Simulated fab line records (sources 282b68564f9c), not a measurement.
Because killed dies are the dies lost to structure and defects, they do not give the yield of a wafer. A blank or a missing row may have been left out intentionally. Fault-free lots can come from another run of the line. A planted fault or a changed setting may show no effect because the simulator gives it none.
The tool behind it: which one? -- flow rit_cmos -- at 1 step of a route of 202, 6 lots with 18 wafers sampled

## WHAT THE GAUGES READ, wafer by wafer
RIT_PRETRO_TW_MEAS_10.
lot,measured,on,PRETRO_TW
L853,day 2 22:13,film_metro-01,476.9 478.9 477.1
L856,day 3 11:51,film_metro-02,478.1 477.9 479.4
L858,day 4 00:42,film_metro-01,475.8 478.0 473.9
L861,day 4 12:43,film_metro-03,478.7 478.3 478.0
L869,day 6 02:49,film_metro-03,475.4 473.4 475.9
L872,day 6 17:34,film_metro-01,480.7 479.3 479.4

## TOOL THAT RAN EACH LOT (tool first, then ch and the chambers of the sampled wafers, then the start)
The record shows no process step preceding these readings.

## THE ANSWER, worked out from the rows above alone
Rule: usual is defined by the lots themselves. The widest of any qualifying gaps counts: lots, ordered by their means at a reading, are off when they make up no more than a third of the lots, leave a main group of 4 or more, and stand apart from it by 3 or more times the standard deviation of that group's means. A main group whose means are all the same, to the digits that the tables above print for the reading, isn't used. A lot without any number at a reading at which 4 lots or more have one is off too. Where the step has rows for the other lots, those lots are counted as sound.
Nothing can be told from this: no lot is off at any reading shown.

## WHAT THE SIMULATOR PUT IN
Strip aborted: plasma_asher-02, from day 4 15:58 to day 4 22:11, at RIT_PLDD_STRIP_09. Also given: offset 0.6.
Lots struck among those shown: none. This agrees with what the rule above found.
